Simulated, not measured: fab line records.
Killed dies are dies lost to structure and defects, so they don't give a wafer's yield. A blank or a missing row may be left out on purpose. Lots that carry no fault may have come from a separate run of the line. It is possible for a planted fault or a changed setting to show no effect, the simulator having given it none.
fab line records || flow rit_cmos
record {"lots": 5, "wafers": 15, "last_day": 7}
route steps=202 shown PLDD@119 SPACER@125 NSD@131
lots with no fault: from the same line, run without faults
start_h: hours from the record's first day to the start of the lot's first wafer shown || wait_h: time in hours since the lot's previous step || " same as the row above || L1.1+2: a single row standing in for several wafers || - no value present, or no start provided || * or withheld: withheld || < > ~ a bound
route shown NAME@n: names a module that has steps shown in the file, with the first one's number in the route || usual: mean/standard deviation taken from wafers without a fault || same: alike in all rows || chamber/n: place in a boat || sites: the reading at each site || _std_site: the standard deviation of these || _edge_site: mean of outer sites minus mean of inner sites || radius_mm: how far each site lies from the wafer's centre || mask NAME#n: copy n || behind: tool/chamber where the wafer was last shaped || hold: what put the lot on hold/how long, in hours/how the hold closed || device: the transistor (n, p or np) that didn't switch || end of line: the same wafers' tests at the end of the route || a step given without rows: its recipe and nothing more || killed: dies lost to structure and defects at the first sort, not the wafer's yield || map: the dies of a wafer, with x for killed, . for not killed, _ for no die there
set.NAME: the setting that was run; set.NAME@STEP: the one run at that earlier step || model.NAME: the simulator's own value behind a step, which no gauge read
certain route steps with their lots: each step a table, each wafer a row
services: when a tool's chamber went out of use (start_h, in hours from the record's first day, below 0 if earlier), for how many hours, and the reason
## steps
# step RIT_PLDD_DEVELOP_05
# recipe {"resist": "NOVOLAK", "develop_time_s": 50, "dev_temp_c": 23.99}
{"lot.wafer": "L074.3+4+5", "tool": "litho_track-03", "chamber": 0, "start_h": "-", "wait_h": "-"}
{"lot.wafer": "L076.1+2+6", "tool": "litho_track-01", "chamber": 0, "start_h": "-", "wait_h": "-"}
{"lot.wafer": "L077.2+5+6", "tool": "litho_track-02", "chamber": 0, "start_h": "-", "wait_h": "-"}
{"lot.wafer": "L083.2+3+5", "tool": "litho_track-02", "chamber": 0, "start_h": "-", "wait_h": "-"}
{"lot.wafer": "L095.3+4+6", "tool": "litho_track-03", "chamber": 0, "start_h": "-", "wait_h": "-"}
# step RIT_PLDD_OVL_MEAS_06
# usual {"PLDD_OVL": "0.3/1.5"}
{"lot.wafer": "L074.3", "tool": "overlay-01", "chamber": "-", "start_h": 45.19, "wait_h": "-", "PLDD_OVL[nm]": -0.9}
{"lot.wafer": "L074.4", "tool": "overlay-01", "chamber": "-", "start_h": 45.19, "wait_h": "-", "PLDD_OVL[nm]": -0.9}
{"lot.wafer": "L074.5", "tool": "overlay-01", "chamber": "-", "start_h": 45.19, "wait_h": "-", "PLDD_OVL[nm]": -1.5}
{"lot.wafer": "L076.1", "tool": "overlay-01", "chamber": "-", "start_h": 52.55, "wait_h": "-", "PLDD_OVL[nm]": -1.3}
{"lot.wafer": "L076.2", "tool": "overlay-01", "chamber": "-", "start_h": 52.55, "wait_h": "-", "PLDD_OVL[nm]": -2.2}
{"lot.wafer": "L076.6", "tool": "overlay-01", "chamber": "-", "start_h": 52.55, "wait_h": "-", "PLDD_OVL[nm]": -0.4}
{"lot.wafer": "L077.2", "tool": "overlay-01", "chamber": "-", "start_h": 59.91, "wait_h": "-", "PLDD_OVL[nm]": -0.7}
{"lot.wafer": "L077.5", "tool": "overlay-01", "chamber": "-", "start_h": 59.91, "wait_h": "-", "PLDD_OVL[nm]": -1.0}
{"lot.wafer": "L077.6", "tool": "overlay-01", "chamber": "-", "start_h": 59.91, "wait_h": "-", "PLDD_OVL[nm]": 0.1}
{"lot.wafer": "L083.2", "tool": "overlay-02", "chamber": "-", "start_h": 94.58, "wait_h": "-", "PLDD_OVL[nm]": 0.5}
{"lot.wafer": "L083.3", "tool": "overlay-02", "chamber": "-", "start_h": 94.58, "wait_h": "-", "PLDD_OVL[nm]": 0.4}
{"lot.wafer": "L083.5", "tool": "overlay-02", "chamber": "-", "start_h": 94.58, "wait_h": "-", "PLDD_OVL[nm]": 0.4}
{"lot.wafer": "L095.3", "tool": "overlay-01", "chamber": "-", "start_h": 148.03, "wait_h": "-", "PLDD_OVL[nm]": -0.1}
{"lot.wafer": "L095.4", "tool": "overlay-01", "chamber": "-", "start_h": 148.03, "wait_h": "-", "PLDD_OVL[nm]": 1.3}
{"lot.wafer": "L095.6", "tool": "overlay-01", "chamber": "-", "start_h": 148.03, "wait_h": "-", "PLDD_OVL[nm]": 0.8}
# step RIT_PLDD_HARDBAKE_07
# recipe {"resist": "NOVOLAK", "temp_c": 140, "time_s": 60}
{"lot.wafer": "L074.3+4+5", "tool": "litho_track-03", "chamber": 0, "start_h": 45.26, "wait_h": 0.1}
{"lot.wafer": "L076.1+2+6", "tool": "litho_track-03", "chamber": 0, "start_h": 52.58, "wait_h": 0.0}
{"lot.wafer": "L077.2+5+6", "tool": "litho_track-01", "chamber": 0, "start_h": 59.96, "wait_h": 0.0}
{"lot.wafer": "L083.2+3+5", "tool": "litho_track-03", "chamber": 0, "start_h": 94.63, "wait_h": 0.0}
{"lot.wafer": "L095.3+4+6", "tool": "litho_track-03", "chamber": 0, "start_h": 148.11, "wait_h": 0.1}
# step RIT_PLDD_IMPLANT_08
# recipe {"species": "BF2", "energy_kev": 20.19, "dose_cm2": 9e+14, "tilt_deg": 7}
{"lot.wafer": "L074.3+4+5", "tool": "implanter-02", "chamber": 0, "start_h": 45.41, "wait_h": 0.1}
{"lot.wafer": "L076.1+2+6", "tool": "implanter-04", "chamber": 0, "start_h": 52.73, "wait_h": 0.1}
{"lot.wafer": "L077.2+5+6", "tool": "implanter-04", "chamber": 0, "start_h": 60.11, "wait_h": 0.1}
{"lot.wafer": "L083.2+3+5", "tool": "implanter-04", "chamber": 0, "start_h": 94.78, "wait_h": 0.1}
{"lot.wafer": "L095.3+4+6", "tool": "implanter-04", "chamber": 0, "start_h": 148.26, "wait_h": 0.1}
# step RIT_PLDD_STRIP_09
# recipe {"chemistry": "O2", "time_s": 180, "resist": "NOVOLAK", "platen_temp_c": "withheld", "power_w": 500, "pressure_mtorr": 4000, "o2_flow_sccm": 4000}
# usual {"drypump_motor_current_A": "5.6/0.56"}
{"lot.wafer": "L074.3", "tool": "plasma_asher-04", "chamber": 1, "start_h": 45.57, "wait_h": 0.1, "drypump_motor_current_A": 5.0, "rf_hours_counter_h": "-"}
{"lot.wafer": "L074.4", "tool": "plasma_asher-04", "chamber": 0, "start_h": 45.57, "wait_h": 0.1, "drypump_motor_current_A": 6.2, "rf_hours_counter_h": "-"}
{"lot.wafer": "L074.5", "tool": "plasma_asher-04", "chamber": 0, "start_h": 45.57, "wait_h": 0.1, "drypump_motor_current_A": 6.2, "rf_hours_counter_h": "-"}
{"lot.wafer": "L076.1", "tool": "plasma_asher-04", "chamber": 0, "start_h": 52.88, "wait_h": 0.1, "drypump_motor_current_A": 6.2, "rf_hours_counter_h": 41}
{"lot.wafer": "L076.2", "tool": "plasma_asher-04", "chamber": 1, "start_h": 52.88, "wait_h": 0.1, "drypump_motor_current_A": 5.0, "rf_hours_counter_h": 41}
{"lot.wafer": "L076.6", "tool": "plasma_asher-04", "chamber": 0, "start_h": 52.88, "wait_h": 0.1, "drypump_motor_current_A": 6.2, "rf_hours_counter_h": "-"}
{"lot.wafer": "L077.2", "tool": "plasma_asher-03", "chamber": 1, "start_h": 60.24, "wait_h": 0.1, "drypump_motor_current_A": 5.0, "rf_hours_counter_h": 43}
{"lot.wafer": "L077.5", "tool": "plasma_asher-03", "chamber": 1, "start_h": 60.24, "wait_h": 0.1, "drypump_motor_current_A": 5.0, "rf_hours_counter_h": "-"}
{"lot.wafer": "L077.6", "tool": "plasma_asher-03", "chamber": 0, "start_h": 60.24, "wait_h": 0.1, "drypump_motor_current_A": 5.7, "rf_hours_counter_h": "-"}
{"lot.wafer": "L083.2", "tool": "plasma_asher-02", "chamber": 1, "start_h": 94.91, "wait_h": 0.1, "drypump_motor_current_A": 6.5, "rf_hours_counter_h": 29}
{"lot.wafer": "L083.3", "tool": "plasma_asher-02", "chamber": 1, "start_h": 94.91, "wait_h": 0.1, "drypump_motor_current_A": 6.5, "rf_hours_counter_h": "-"}
{"lot.wafer": "L083.5", "tool": "plasma_asher-02", "chamber": 1, "start_h": 94.91, "wait_h": 0.1, "drypump_motor_current_A": 6.5, "rf_hours_counter_h": "-"}
{"lot.wafer": "L095.3", "tool": "plasma_asher-04", "chamber": 0, "start_h": 148.42, "wait_h": 0.1, "drypump_motor_current_A": 6.2, "rf_hours_counter_h": "-"}
{"lot.wafer": "L095.4", "tool": "plasma_asher-04", "chamber": 1, "start_h": 148.42, "wait_h": 0.1, "drypump_motor_current_A": 5.0, "rf_hours_counter_h": "-"}
{"lot.wafer": "L095.6", "tool": "plasma_asher-04", "chamber": 0, "start_h": 148.42, "wait_h": 0.1, "drypump_motor_current_A": 6.2, "rf_hours_counter_h": "-"}
# step RIT_PLDD_TW_MEAS_10
# usual {"PLDD_TW": "2346/12"}
{"lot.wafer": "L074.3", "tool": "film_metro-04", "chamber": "-", "start_h": 45.70, "wait_h": 0.1, "PLDD_TW": 2363}
{"lot.wafer": "L074.4", "tool": "film_metro-04", "chamber": "-", "start_h": 45.70, "wait_h": 0.1, "PLDD_TW": 2352}
{"lot.wafer": "L074.5", "tool": "film_metro-04", "chamber": "-", "start_h": 45.70, "wait_h": 0.1, "PLDD_TW": 2352}
{"lot.wafer": "L076.1", "tool": "film_metro-04", "chamber": "-", "start_h": 53.06, "wait_h": 0.1, "PLDD_TW": 2361}
{"lot.wafer": "L076.2", "tool": "film_metro-04", "chamber": "-", "start_h": 53.06, "wait_h": 0.1, "PLDD_TW": 2357}
{"lot.wafer": "L076.6", "tool": "film_metro-04", "chamber": "-", "start_h": 53.06, "wait_h": 0.1, "PLDD_TW": 2370}
{"lot.wafer": "L077.2", "tool": "film_metro-04", "chamber": "-", "start_h": 60.42, "wait_h": 0.1, "PLDD_TW": 2367}
{"lot.wafer": "L077.5", "tool": "film_metro-04", "chamber": "-", "start_h": 60.42, "wait_h": 0.1, "PLDD_TW": 2364}
{"lot.wafer": "L077.6", "tool": "film_metro-04", "chamber": "-", "start_h": 60.42, "wait_h": 0.1, "PLDD_TW": 2362}
{"lot.wafer": "L083.2", "tool": "film_metro-02", "chamber": "-", "start_h": 95.09, "wait_h": 0.1, "PLDD_TW": 2341}
{"lot.wafer": "L083.3", "tool": "film_metro-02", "chamber": "-", "start_h": 95.09, "wait_h": 0.1, "PLDD_TW": 2333}
{"lot.wafer": "L083.5", "tool": "film_metro-02", "chamber": "-", "start_h": 95.09, "wait_h": 0.1, "PLDD_TW": 2338}
{"lot.wafer": "L095.3", "tool": "film_metro-02", "chamber": "-", "start_h": 148.55, "wait_h": 0.1, "PLDD_TW": 2339}
{"lot.wafer": "L095.4", "tool": "film_metro-02", "chamber": "-", "start_h": 148.55, "wait_h": 0.1, "PLDD_TW": 2328}
{"lot.wafer": "L095.6", "tool": "film_metro-02", "chamber": "-", "start_h": 148.55, "wait_h": 0.1, "PLDD_TW": 2333}
# step RIT_SPACER_CLEAN_00
# recipe {"chemistry": "SC1", "mix": "3:3:50", "time_s": 600, "temp_c": 75}
{"lot.wafer": "L074.3+4+5", "tool": "wet_bench-03", "chamber": 0, "start_h": 45.74, "wait_h": 0.0}
{"lot.wafer": "L076.1+2+6", "tool": "wet_bench-03", "chamber": 2, "start_h": 53.12, "wait_h": 0.1}
{"lot.wafer": "L077.2+5+6", "tool": "wet_bench-03", "chamber": 0, "start_h": 60.47, "wait_h": 0.0}
{"lot.wafer": "L083.2+3+5", "tool": "wet_bench-03", "chamber": 1, "start_h": 95.14, "wait_h": 0.0}
{"lot.wafer": "L095.3+4+6", "tool": "wet_bench-04", "chamber": 3, "start_h": 148.59, "wait_h": 0.0}
# step RIT_SPACER_CLEAN_01
# recipe {"chemistry": "dHF", "dilution": "50:1", "time_s": 30}
{"lot.wafer": "L074.3+4+5", "tool": "wet_bench-02", "chamber": 2, "start_h": 45.92, "wait_h": 0.0}
{"lot.wafer": "L076.1+2+6", "tool": "wet_bench-04", "chamber": 3, "start_h": 53.29, "wait_h": 0.0}
{"lot.wafer": "L077.2+5+6", "tool": "wet_bench-02", "chamber": 3, "start_h": 60.65, "wait_h": 0.0}
{"lot.wafer": "L083.2+3+5", "tool": "wet_bench-02", "chamber": 3, "start_h": 95.32, "wait_h": 0.0}
{"lot.wafer": "L095.3+4+6", "tool": "wet_bench-02", "chamber": 2, "start_h": 148.81, "wait_h": 0.0}
# step RIT_SPACER_CLEAN_02
# recipe {"chemistry": "SC2", "mix": "3:3:50", "time_s": 600, "temp_c": 75, "dry": "n2_spin"}
{"lot.wafer": "L074.3+4+5", "tool": "wet_bench-04", "chamber": 3, "start_h": 45.94, "wait_h": 0.0}
{"lot.wafer": "L076.1+2+6", "tool": "wet_bench-02", "chamber": 0, "start_h": 53.31, "wait_h": 0.0}
{"lot.wafer": "L077.2+5+6", "tool": "wet_bench-04", "chamber": 0, "start_h": 60.66, "wait_h": 0.0}
{"lot.wafer": "L083.2+3+5", "tool": "wet_bench-04", "chamber": 2, "start_h": 95.33, "wait_h": 0.0}
{"lot.wafer": "L095.3+4+6", "tool": "wet_bench-02", "chamber": 2, "start_h": 148.82, "wait_h": 0.0}
# step RIT_SPACER_CVD_03
# recipe {"material": "Si3N4", "target_thk_nm": 250, "temp_c": 810, "precursor": "SiH2Cl2/NH3", "time_s": 3300, "pressure_mtorr": 300, "sih2cl2_flow_sccm": 60, "nh3_flow_sccm": 150}
# usual {"sih2cl2_flow_sccm": "59.98/0.17"}
{"lot.wafer": "L074.3", "tool": "lpcvd-02", "chamber": 0, "start_h": 46.11, "wait_h": 0.0, "sih2cl2_flow_sccm": 60.11}
{"lot.wafer": "L074.4", "tool": "lpcvd-02", "chamber": 0, "start_h": 46.11, "wait_h": 0.0, "sih2cl2_flow_sccm": 60.22}
{"lot.wafer": "L074.5", "tool": "lpcvd-02", "chamber": 0, "start_h": 46.11, "wait_h": 0.0, "sih2cl2_flow_sccm": 60.10}
{"lot.wafer": "L076.1", "tool": "lpcvd-01", "chamber": 0, "start_h": 53.49, "wait_h": 0.0, "sih2cl2_flow_sccm": 59.80}
{"lot.wafer": "L076.2", "tool": "lpcvd-01", "chamber": 0, "start_h": 53.49, "wait_h": 0.0, "sih2cl2_flow_sccm": 59.94}
{"lot.wafer": "L076.6", "tool": "lpcvd-01", "chamber": 0, "start_h": 53.49, "wait_h": 0.0, "sih2cl2_flow_sccm": 60.00}
{"lot.wafer": "L077.2", "tool": "lpcvd-01", "chamber": 1, "start_h": 60.84, "wait_h": 0.0, "sih2cl2_flow_sccm": 60.24}
{"lot.wafer": "L077.5", "tool": "lpcvd-01", "chamber": 1, "start_h": 60.84, "wait_h": 0.0, "sih2cl2_flow_sccm": 60.25}
{"lot.wafer": "L077.6", "tool": "lpcvd-01", "chamber": 1, "start_h": 60.84, "wait_h": 0.0, "sih2cl2_flow_sccm": 60.11}
{"lot.wafer": "L083.2", "tool": "lpcvd-02", "chamber": 0, "start_h": 96.98, "wait_h": 1.5, "sih2cl2_flow_sccm": 59.85}
{"lot.wafer": "L083.3", "tool": "lpcvd-02", "chamber": 0, "start_h": 96.98, "wait_h": 1.5, "sih2cl2_flow_sccm": 59.99}
{"lot.wafer": "L083.5", "tool": "lpcvd-02", "chamber": 0, "start_h": 96.98, "wait_h": 1.5, "sih2cl2_flow_sccm": 59.83}
{"lot.wafer": "L095.3", "tool": "lpcvd-01", "chamber": 0, "start_h": 149.00, "wait_h": 0.0, "sih2cl2_flow_sccm": 59.82}
{"lot.wafer": "L095.4", "tool": "lpcvd-01", "chamber": 0, "start_h": 149.00, "wait_h": 0.0, "sih2cl2_flow_sccm": 59.92}
{"lot.wafer": "L095.6", "tool": "lpcvd-01", "chamber": 0, "start_h": 149.00, "wait_h": 0.0, "sih2cl2_flow_sccm": 60.07}
# step RIT_SPACER_THK_MEAS_04
# recipe {"reads": "Si3N4_of_SPACER_CVD_03"}
# usual {"SPACER_NITRIDE_THK": "250.4/2.2"}
{"lot.wafer": "L074.3", "tool": "film_metro-04", "chamber": "-", "start_h": 48.05, "wait_h": 0.0, "SPACER_NITRIDE_THK[nm]": 253.8}
{"lot.wafer": "L074.4", "tool": "film_metro-04", "chamber": "-", "start_h": 48.05, "wait_h": 0.0, "SPACER_NITRIDE_THK[nm]": 253.2}
{"lot.wafer": "L074.5", "tool": "film_metro-04", "chamber": "-", "start_h": 48.05, "wait_h": 0.0, "SPACER_NITRIDE_THK[nm]": 253.6}
{"lot.wafer": "L076.1", "tool": "film_metro-04", "chamber": "-", "start_h": 55.40, "wait_h": 0.0, "SPACER_NITRIDE_THK[nm]": 250.4}
{"lot.wafer": "L076.2", "tool": "film_metro-04", "chamber": "-", "start_h": 55.40, "wait_h": 0.0, "SPACER_NITRIDE_THK[nm]": 250.5}
{"lot.wafer": "L076.6", "tool": "film_metro-04", "chamber": "-", "start_h": 55.40, "wait_h": 0.0, "SPACER_NITRIDE_THK[nm]": 250.4}
{"lot.wafer": "L077.2", "tool": "film_metro-03", "chamber": "-", "start_h": 62.77, "wait_h": 0.0, "SPACER_NITRIDE_THK[nm]": 251.2}
{"lot.wafer": "L077.5", "tool": "film_metro-03", "chamber": "-", "start_h": 62.77, "wait_h": 0.0, "SPACER_NITRIDE_THK[nm]": 250.2}
{"lot.wafer": "L077.6", "tool": "film_metro-03", "chamber": "-", "start_h": 62.77, "wait_h": 0.0, "SPACER_NITRIDE_THK[nm]": 252.3}
{"lot.wafer": "L083.2", "tool": "film_metro-04", "chamber": "-", "start_h": 99.87, "wait_h": 0.0, "SPACER_NITRIDE_THK[nm]": 248.6}
{"lot.wafer": "L083.3", "tool": "film_metro-04", "chamber": "-", "start_h": 99.87, "wait_h": 0.0, "SPACER_NITRIDE_THK[nm]": 248.6}
{"lot.wafer": "L083.5", "tool": "film_metro-04", "chamber": "-", "start_h": 99.87, "wait_h": 0.0, "SPACER_NITRIDE_THK[nm]": 248.4}
{"lot.wafer": "L095.3", "tool": "film_metro-03", "chamber": "-", "start_h": 150.93, "wait_h": 0.0, "SPACER_NITRIDE_THK[nm]": 252.8}
{"lot.wafer": "L095.4", "tool": "film_metro-03", "chamber": "-", "start_h": 150.93, "wait_h": 0.0, "SPACER_NITRIDE_THK[nm]": 253.5}
{"lot.wafer": "L095.6", "tool": "film_metro-03", "chamber": "-", "start_h": 150.93, "wait_h": 0.0, "SPACER_NITRIDE_THK[nm]": 251.3}
# step RIT_SPACER_ETCHBACK_05
# recipe {"target_depth_a": 2500, "SF6_flow_sccm": 30, "CHF3_flow_sccm": 30, "target": "Si3N4", "chemistry": "SF6/CHF3", "pressure_mtorr": 40, "rf_w": 250, "time_s": 240, "stop_on": "SiO2"}
# usual {"drypump_motor_current_A": "5.9/0.42", "oes_product_au": "0.841/0.015", "throttle_valve_pct": "10.21/0.13"}
{"lot.wafer": "L074.3", "tool": "rie_diel-03", "chamber": 2, "start_h": 48.09, "wait_h": 0.0, "drypump_motor_current_A": 5.5, "oes_product_au": 0.863, "rf_hours_counter_h": 2, "throttle_valve_pct": 10.42}
{"lot.wafer": "L074.4", "tool": "rie_diel-03", "chamber": 0, "start_h": 48.09, "wait_h": 0.0, "drypump_motor_current_A": 5.8, "oes_product_au": 0.835, "rf_hours_counter_h": 81, "throttle_valve_pct": 10.37}
{"lot.wafer": "L074.5", "tool": "rie_diel-03", "chamber": 1, "start_h": 48.09, "wait_h": 0.0, "drypump_motor_current_A": 6.3, "oes_product_au": 0.869, "rf_hours_counter_h": "-", "throttle_valve_pct": 10.18}
{"lot.wafer": "L076.1", "tool": "rie_diel-04", "chamber": 2, "start_h": 55.46, "wait_h": 0.1, "drypump_motor_current_A": 5.5, "oes_product_au": 0.850, "rf_hours_counter_h": 148, "throttle_valve_pct": 10.12}
{"lot.wafer": "L076.2", "tool": "rie_diel-04", "chamber": 3, "start_h": 55.46, "wait_h": 0.1, "drypump_motor_current_A": 6.3, "oes_product_au": 0.832, "rf_hours_counter_h": 71, "throttle_valve_pct": 10.15}
{"lot.wafer": "L076.6", "tool": "rie_diel-04", "chamber": 2, "start_h": 55.46, "wait_h": 0.1, "drypump_motor_current_A": 5.5, "oes_product_au": 0.846, "rf_hours_counter_h": "-", "throttle_valve_pct": 10.12}
{"lot.wafer": "L077.2", "tool": "rie_diel-04", "chamber": 2, "start_h": 62.82, "wait_h": 0.0, "drypump_motor_current_A": 5.5, "oes_product_au": 0.846, "rf_hours_counter_h": 148, "throttle_valve_pct": 10.11}
{"lot.wafer": "L077.5", "tool": "rie_diel-04", "chamber": 2, "start_h": 62.82, "wait_h": 0.0, "drypump_motor_current_A": 5.5, "oes_product_au": 0.847, "rf_hours_counter_h": "-", "throttle_valve_pct": 10.13}
{"lot.wafer": "L077.6", "tool": "rie_diel-04", "chamber": 3, "start_h": 62.82, "wait_h": 0.0, "drypump_motor_current_A": 6.3, "oes_product_au": 0.842, "rf_hours_counter_h": "-", "throttle_valve_pct": 10.15}
{"lot.wafer": "L083.2", "tool": "rie_diel-02", "chamber": 1, "start_h": 99.92, "wait_h": 0.0, "drypump_motor_current_A": 5.8, "oes_product_au": 0.824, "rf_hours_counter_h": 9, "throttle_valve_pct": 10.35}
{"lot.wafer": "L083.3", "tool": "rie_diel-02", "chamber": 0, "start_h": 99.92, "wait_h": 0.0, "drypump_motor_current_A": 5.5, "oes_product_au": 0.870, "rf_hours_counter_h": 0, "throttle_valve_pct": 10.31}
{"lot.wafer": "L083.5", "tool": "rie_diel-02", "chamber": 2, "start_h": 99.92, "wait_h": 0.0, "drypump_motor_current_A": 6.0, "oes_product_au": 0.845, "rf_hours_counter_h": "-", "throttle_valve_pct": 10.23}
{"lot.wafer": "L095.3", "tool": "rie_diel-03", "chamber": 3, "start_h": 150.97, "wait_h": 0.0, "drypump_motor_current_A": 5.7, "oes_product_au": 0.832, "rf_hours_counter_h": 132, "throttle_valve_pct": 10.08}
{"lot.wafer": "L095.4", "tool": "rie_diel-03", "chamber": 1, "start_h": 150.97, "wait_h": 0.0, "drypump_motor_current_A": 6.3, "oes_product_au": 0.871, "rf_hours_counter_h": 93, "throttle_valve_pct": 10.19}
{"lot.wafer": "L095.6", "tool": "rie_diel-03", "chamber": 3, "start_h": 150.97, "wait_h": 0.0, "drypump_motor_current_A": 5.6, "oes_product_au": 0.828, "rf_hours_counter_h": "-", "throttle_valve_pct": 10.09}
# step RIT_NSD_HMDS_00
# recipe {"prime_time_s": 60, "prime_temp_c": 140}
{"lot.wafer": "L074.3+4+5", "tool": "litho_track-04", "chamber": 0, "start_h": 48.29, "wait_h": 0.1}
{"lot.wafer": "L076.1+2+6", "tool": "litho_track-02", "chamber": 0, "start_h": 55.61, "wait_h": 0.1}
{"lot.wafer": "L077.2+5+6", "tool": "litho_track-04", "chamber": 0, "start_h": 62.99, "wait_h": 0.1}
{"lot.wafer": "L083.2+3+5", "tool": "litho_track-02", "chamber": 0, "start_h": 100.23, "wait_h": 0.2}
{"lot.wafer": "L095.3+4+6", "tool": "litho_track-02", "chamber": 0, "start_h": 151.17, "wait_h": 0.1}
# step RIT_NSD_COAT_01
# recipe {"resist": "NOVOLAK", "spin_rpm": 3250, "resist_thk_nm": 1000}
{"lot.wafer": "L074.3+4+5", "tool": "litho_track-04", "chamber": 0, "start_h": 48.44, "wait_h": 0.1}
{"lot.wafer": "L076.1+2+6", "tool": "litho_track-02", "chamber": 0, "start_h": 55.76, "wait_h": 0.1}
{"lot.wafer": "L077.2+5+6", "tool": "litho_track-04", "chamber": 0, "start_h": 63.14, "wait_h": 0.1}
{"lot.wafer": "L083.2+3+5", "tool": "litho_track-02", "chamber": 0, "start_h": 100.38, "wait_h": 0.1}
{"lot.wafer": "L095.3+4+6", "tool": "litho_track-02", "chamber": 0, "start_h": 151.32, "wait_h": 0.1}
# step RIT_NSD_SOFTBAKE_02
# recipe {"resist": "NOVOLAK", "temp_c": 90, "time_s": 60}
{"lot.wafer": "L074.3+4+5", "tool": "litho_track-04", "chamber": 0, "start_h": 48.59, "wait_h": 0.1}
{"lot.wafer": "L076.1+2+6", "tool": "litho_track-02", "chamber": 0, "start_h": 55.91, "wait_h": 0.1}
{"lot.wafer": "L077.2+5+6", "tool": "litho_track-04", "chamber": 0, "start_h": 63.29, "wait_h": 0.1}
{"lot.wafer": "L083.2+3+5", "tool": "litho_track-02", "chamber": 0, "start_h": 100.53, "wait_h": 0.1}
{"lot.wafer": "L095.3+4+6", "tool": "litho_track-02", "chamber": 0, "start_h": 151.47, "wait_h": 0.1}
# step RIT_NSD_EXPOSE_03
# recipe {"mask_id": "M9", "na": 0.57, "target_cd_nm": 40700, "dose_mj": 250}
# usual {"focus_offset_nm": "0.0/0.55"}
{"lot.wafer": "L074.3", "tool": "iline_stepper-02", "chamber": 0, "start_h": 48.73, "wait_h": 0.1, "mask": "M9#0", "focus_offset_nm": 0.2}
{"lot.wafer": "L074.4", "tool": "iline_stepper-02", "chamber": 0, "start_h": 48.73, "wait_h": 0.1, "mask": "M9#0", "focus_offset_nm": -0.1}
{"lot.wafer": "L074.5", "tool": "iline_stepper-02", "chamber": 0, "start_h": 48.73, "wait_h": 0.1, "mask": "M9#0", "focus_offset_nm": -0.5}
{"lot.wafer": "L076.1", "tool": "iline_stepper-02", "chamber": 0, "start_h": 56.06, "wait_h": 0.1, "mask": "M9#0", "focus_offset_nm": 0.2}
{"lot.wafer": "L076.2", "tool": "iline_stepper-02", "chamber": 0, "start_h": 56.06, "wait_h": 0.1, "mask": "M9#0", "focus_offset_nm": 0.6}
{"lot.wafer": "L076.6", "tool": "iline_stepper-02", "chamber": 0, "start_h": 56.06, "wait_h": 0.1, "mask": "M9#0", "focus_offset_nm": -0.2}
{"lot.wafer": "L077.2", "tool": "iline_stepper-02", "chamber": 0, "start_h": 63.44, "wait_h": 0.1, "mask": "M9#0", "focus_offset_nm": -0.3}
{"lot.wafer": "L077.5", "tool": "iline_stepper-02", "chamber": 0, "start_h": 63.44, "wait_h": 0.1, "mask": "M9#0", "focus_offset_nm": -0.6}
{"lot.wafer": "L077.6", "tool": "iline_stepper-02", "chamber": 0, "start_h": 63.44, "wait_h": 0.1, "mask": "M9#0", "focus_offset_nm": 0.8}
{"lot.wafer": "L083.2", "tool": "iline_stepper-02", "chamber": 0, "start_h": 100.91, "wait_h": 0.3, "mask": "M9#0", "focus_offset_nm": -0.7}
{"lot.wafer": "L083.3", "tool": "iline_stepper-02", "chamber": 0, "start_h": 100.91, "wait_h": 0.3, "mask": "M9#0", "focus_offset_nm": -0.9}
{"lot.wafer": "L083.5", "tool": "iline_stepper-02", "chamber": 0, "start_h": 100.91, "wait_h": 0.3, "mask": "M9#0", "focus_offset_nm": -1.2}
{"lot.wafer": "L095.3", "tool": "iline_stepper-01", "chamber": 0, "start_h": 151.74, "wait_h": 0.2, "mask": "M9#0", "focus_offset_nm": -0.1}
{"lot.wafer": "L095.4", "tool": "iline_stepper-01", "chamber": 0, "start_h": 151.74, "wait_h": 0.2, "mask": "M9#0", "focus_offset_nm": -0.1}
{"lot.wafer": "L095.6", "tool": "iline_stepper-01", "chamber": 0, "start_h": 151.74, "wait_h": 0.2, "mask": "M9#0", "focus_offset_nm": -0.1}
# step RIT_NSD_PEB_04
# recipe {"resist": "NOVOLAK", "temp_c": "withheld", "time_s": "withheld"}
{"lot.wafer": "L074.3+4+5", "tool": "litho_track-04", "chamber": 0, "start_h": 48.85, "wait_h": 0.1}
{"lot.wafer": "L076.1+2+6", "tool": "litho_track-04", "chamber": 0, "start_h": 56.20, "wait_h": 0.1}
{"lot.wafer": "L077.2+5+6", "tool": "litho_track-03", "chamber": 0, "start_h": 63.56, "wait_h": 0.1}
{"lot.wafer": "L083.2+3+5", "tool": "litho_track-03", "chamber": 0, "start_h": 101.03, "wait_h": 0.1}
{"lot.wafer": "L095.3+4+6", "tool": "litho_track-02", "chamber": 0, "start_h": 151.87, "wait_h": 0.1}
## services
{"tool": "rie_diel-02", "chamber": 1, "start_h": 26.28, "hours": 7.7, "kind": "repair"}
{"tool": "plasma_asher-02", "chamber": "-", "start_h": 31.32, "hours": 2.8, "kind": "pm"}
{"tool": "lpcvd-02", "chamber": "-", "start_h": 34.97, "hours": 2.8, "kind": "pm"}
{"tool": "iline_stepper-01", "chamber": "-", "start_h": 37.26, "hours": 26.9, "kind": "repair"}
{"tool": "rie_diel-04", "chamber": "-", "start_h": 38.59, "hours": 0.4, "kind": "repair"}
{"tool": "rie_diel-02", "chamber": 1, "start_h": 44.88, "hours": 4.7, "kind": "repair"}
{"tool": "implanter-04", "chamber": "-", "start_h": 54.87, "hours": 3.8, "kind": "pm"}
{"tool": "implanter-02", "chamber": "-", "start_h": 58.44, "hours": 2.9, "kind": "pm"}
{"tool": "plasma_asher-03", "chamber": "-", "start_h": 63.43, "hours": 0.4, "kind": "repair"}
{"tool": "iline_stepper-01", "chamber": "-", "start_h": 64.20, "hours": 1.7, "kind": "pm"}
{"tool": "rie_diel-02", "chamber": 1, "start_h": 66.11, "hours": 4.4, "kind": "repair"}
{"tool": "rie_diel-04", "chamber": 2, "start_h": 71.65, "hours": 5.1, "kind": "repair"}
{"tool": "rie_diel-02", "chamber": 3, "start_h": 77.78, "hours": 5.2, "kind": "repair"}
{"tool": "implanter-02", "chamber": "-", "start_h": 78.32, "hours": 2.1, "kind": "repair"}
{"tool": "rie_diel-04", "chamber": 3, "start_h": 86.38, "hours": 5.6, "kind": "repair"}
{"tool": "rie_diel-03", "chamber": 0, "start_h": 98.53, "hours": 4.7, "kind": "repair"}
{"tool": "iline_stepper-01", "chamber": "-", "start_h": 105.50, "hours": 5.6, "kind": "repair"}
{"tool": "rie_diel-04", "chamber": 3, "start_h": 109.74, "hours": 5.1, "kind": "repair"}
{"tool": "implanter-04", "chamber": "-", "start_h": 121.91, "hours": 3.4, "kind": "repair"}
{"tool": "rie_diel-02", "chamber": 0, "start_h": 130.28, "hours": 9.4, "kind": "repair"}
{"tool": "rie_diel-02", "chamber": "-", "start_h": 132.17, "hours": 2.4, "kind": "repair"}
{"tool": "rie_diel-04", "chamber": 1, "start_h": 133.55, "hours": "-", "kind": "clean"}
{"tool": "implanter-02", "chamber": "-", "start_h": 141.39, "hours": 5.6, "kind": "repair"}
{"tool": "wet_bench-03", "chamber": "-", "start_h": 146.75, "hours": 5.7, "kind": "repair"}
## key
fault none
